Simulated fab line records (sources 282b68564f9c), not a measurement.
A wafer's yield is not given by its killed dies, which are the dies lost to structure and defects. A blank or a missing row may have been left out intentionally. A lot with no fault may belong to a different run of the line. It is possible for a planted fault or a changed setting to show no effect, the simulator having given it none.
Which tool did it? | flow ritCmos | 42 wafers from 14 lots sampled at 2 of the route's 202 steps

WHAT THE GAUGES SHOWED, per wafer
RIT_FOX2_THK_MEAS_91. Usual: FIELD_OXIDE_LEFT_2_THK 254 nm, standard deviation 6.5.
lot  | measured    | on           | FIELD_OXIDE_LEFT_2_THK (nm) | flag
L537 | day 3 01:11 | filmMetro-03 | 266 261 267                 | 
L538 | day 3 06:08 | filmMetro-03 | 256 250 251                 | 
L539 | day 3 09:50 | filmMetro-01 | 255 258 260                 | 
L542 | day 4 05:29 | filmMetro-03 | 247 248 245                 | 
L543 | day 4 06:28 | filmMetro-01 | 316 311 308                 | OFF
L544 | day 4 12:53 | filmMetro-03 | 308 308 304                 | OFF
L550 | day 5 19:26 | filmMetro-03 | 252 257 258                 | 
L551 | day 5 22:40 | filmMetro-01 | 255 249 256                 | 
L552 | day 6 02:41 | filmMetro-01 | 246 246 252                 | 
L553 | day 6 10:34 | filmMetro-01 | 261 261 257                 | 
L554 | day 6 16:58 | filmMetro-03 | 252 257 258                 | 
L555 | day 6 19:13 | filmMetro-01 | 253 254 259                 | 
L556 | day 6 23:13 | filmMetro-01 | 255 259 253                 | 
L557 | day 7 06:38 | filmMetro-04 | 260 263 256                 | 

EACH LOT AND THE TOOL THAT RAN IT (in order: tool; ch and the chambers of the sampled wafers; start)
lot  | RIT_GATE_WET_ETCH_00
L537 | wetBench-01 ch 2, day 3 00:44
L538 | wetBench-04 ch 3, day 3 05:40
L539 | wetBench-04 ch 3, day 3 09:23
L542 | wetBench-04 ch 0, day 4 05:04
L543 | wetBench-01 ch 0, day 4 06:02
L544 | wetBench-02 ch 1, day 4 12:28
L550 | wetBench-02 ch 0, day 5 19:01
L551 | wetBench-04 ch 2, day 5 22:14
L552 | wetBench-04 ch 1, day 6 02:16
L553 | wetBench-01 ch 2, day 6 10:08
L554 | wetBench-02 ch 1, day 6 16:32
L555 | wetBench-01 ch 1, day 6 18:45
L556 | wetBench-02 ch 2, day 6 22:46
L557 | wetBench-01 ch 2, day 7 06:11
- RIT_GATE_WET_ETCH_00: etches SiO2 in BOE, target depth 56 nm, time 60 s.

WHAT THE TOOLS THEMSELVES READ (means of the sampled wafers that have a number; where no wafer has one, the mark that the record gives instead)
RIT_GATE_WET_ETCH_00. Usual: bathHeatDutyPct 1.7 %, standard deviation 0.34; runLengthS 88 s, standard deviation 3.7.
lot  | tool        | bathHeatDutyPct (%) | runLengthS (s) | flag
L537 | wetBench-01 | 1.8                 | 95             | 
L538 | wetBench-04 | 1.9                 | 93             | 
L539 | wetBench-04 | 2.1                 | 95             | 
L542 | wetBench-04 | 1.8                 | 86             | 
L543 | wetBench-01 | -                   | -              | OFF
L544 | wetBench-02 | -                   | -              | OFF
L550 | wetBench-02 | 1.7                 | 88             | 
L551 | wetBench-04 | 1.3                 | 86             | 
L552 | wetBench-04 | 1.3                 | 83             | 
L553 | wetBench-01 | 2.0                 | 86             | 
L554 | wetBench-02 | 1.6                 | 85             | 
L555 | wetBench-01 | 2.0                 | 87             | 
L556 | wetBench-02 | 2.0                 | 93             | 
L557 | wetBench-01 | 1.8                 | 87             | 

THE ANSWER, worked out from the rows above alone
Rule: lot off if the mean of its wafers having a number is beyond 3 standard deviations from the usual mean. A lot without any number at a reading at which 4 lots or more have one is off too. The other lots that the step has rows for count as sound. First the gauges in route order, then the tools' own readings, where a lot's mean is used as printed above. At the first step where some lot is off, the reading lying furthest off is the one used; lots without a number count as furthest.
Off: at RIT_FOX2_THK_MEAS_91 (FIELD_OXIDE_LEFT_2_THK), L543, L544.
If a tool, at a process step before that reading, ran all the lots that are off and no sound lot after the first of them, it fits. The gauges at RIT_FOX2_THK_MEAS_91 aren't tried: what is off there is off at RIT_GATE_WET_ETCH_00 too, on other tools, and a gauge's error can't cause that. None of those tried fits.

WHAT HAD BEEN PUT IN BY THE SIMULATOR
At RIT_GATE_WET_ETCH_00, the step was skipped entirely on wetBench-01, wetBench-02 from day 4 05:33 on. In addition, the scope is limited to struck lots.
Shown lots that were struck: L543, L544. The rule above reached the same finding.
